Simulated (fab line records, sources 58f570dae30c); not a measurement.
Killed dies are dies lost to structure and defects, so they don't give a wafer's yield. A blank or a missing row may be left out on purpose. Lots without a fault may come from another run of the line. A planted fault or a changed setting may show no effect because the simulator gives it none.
A struck lot beside a sound one | flow berkeley_cmos170 | 16 steps out of a route of 331
Sound: wafers L253.1, L253.5, L253.6. Struck: wafers L263.4, L263.5. (L263.2 of the same lot was not struck and is left out.) The cause comes at the end.
At each step with rows: each side's tool, then ch and its chambers, then its first start. Under that, the readings that differ: sound wafers | struck wafers | difference of the means | sigmas: that difference in standard deviations of wafers without a fault.
alike: readings whose means differ by less than 2 such deviations, and words and numbers that are the same on both sides. not compared: withheld readings, readings that some wafer has no value for, bounds like >300 that may hide the same value, and numbers for which the record gives no deviation and whose values overlap.
The two part at a step that has a row with sigmas, a row that says differs or no value, or rows on one side only. Numbers that don't overlap but have no deviation are shown without sigmas and don't part them. A reading that every wafer of one side lacks parts them only if that side has two wafers or more.

UCB170_V1_CMP_02: polishes SiO2.
  sound on cmp-01 ch 0,1, day 11 09:59; struck on cmp-01 ch 1,2, day 13 09:17
  alike: head_pressure_psi, motor_current_A, slurry_flow_ml_min
UCB170_V1_BOW_MEAS_03:
  sound on film_metro-02, day 11 10:14; struck on film_metro-01, day 13 09:36
  alike: V1_BOW
UCB170_V1_THK_MEAS_04:
  sound on film_metro-02, day 11 10:22; struck on film_metro-01, day 13 09:43
  alike: V1_POLISHED_THK
then, 7 steps without rows for these wafers: UCB170_V1_CLEAN_05 (cleans in DIW); UCB170_V1_HMDS_06 (prime time 60 s); UCB170_V1_COAT_07 (resist thk 900 nm); UCB170_V1_SOFTBAKE_08 (time 60 s); UCB170_V1_EXPOSE_09 (exposes mask VIA1, target cd 700 nm); UCB170_V1_PEB_10; UCB170_V1_DEVELOP_11 (develop time 45 s).
UCB170_V1_CD_MEAS_12: target cd 700 nm.
  sound on cd_sem-01, day 11 13:54; struck on cd_sem-02, day 13 10:56
  alike: cd_nm
UCB170_V1_OVL_MEAS_13:
  sound on overlay-02, day 11 14:01; struck on overlay-02, day 13 11:03
  alike: V1_OVL
UCB170_V1_ETCH_14: etches SiO2 in CHF3/CF4/Ar, stops on Al, target depth 1250 nm, time 291 s.
  sound on rie_diel-04 ch 1,2, day 11 14:03; struck on rie_diel-04 ch 3, day 13 11:05
  reading                             | sound             | struck      | difference | sigmas
  oes_product_au (a.u.)               | 0.878 0.865 0.881 | 0.809 0.819 | -0.061     | -6
  run_length_s (s)                    | 319.5 319.2 319.9 | 362.4 362.3 | +42.8      | +99 or more
  throttle_valve_pct (%)              | 6.82 7.02 6.82    | 7.18 7.18   | +0.29      | +2
  model.KrF_of_V1_COAT_07.thk_nm (nm) | 615.5 610.9 613.4 | 571.1 573.3 | -41.1      |
  alike: cf4_flow_sccm, drypump_motor_current_A
  not compared: rf_hours_counter_h
UCB170_V1_STRIP_15: strips in O2.
  sound on plasma_asher-02 ch 0,1, day 11 14:14; struck on plasma_asher-03 ch 0,1, day 13 11:16
  reading                      | sound             | struck      | difference | sigmas
  strip_time_to_endpoint_s (s) | 15.45 15.33 15.38 | 14.38 14.45 | -0.97      | -8
  alike: drypump_motor_current_A, oes_product_au
  not compared: rf_hours_counter_h
UCB170_V1_CD_MEAS_90: target cd 700 nm.
  sound on cd_sem-02, day 11 14:20; struck on cd_sem-02, day 13 11:23
  alike: cd_nm
UCB170_M3_PROBE_99:
  the record has rows for the sound wafers here (prober-02, day 11 23:39) and none for the struck ones

WHERE THEY PART
First at UCB170_V1_ETCH_14; last, within this record, at UCB170_M3_PROBE_99.

WHY: what the simulator had put in
Process parameter drift: rie_diel-04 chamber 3, from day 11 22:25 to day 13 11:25, at UCB170_V1_ETCH_14. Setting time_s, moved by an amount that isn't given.
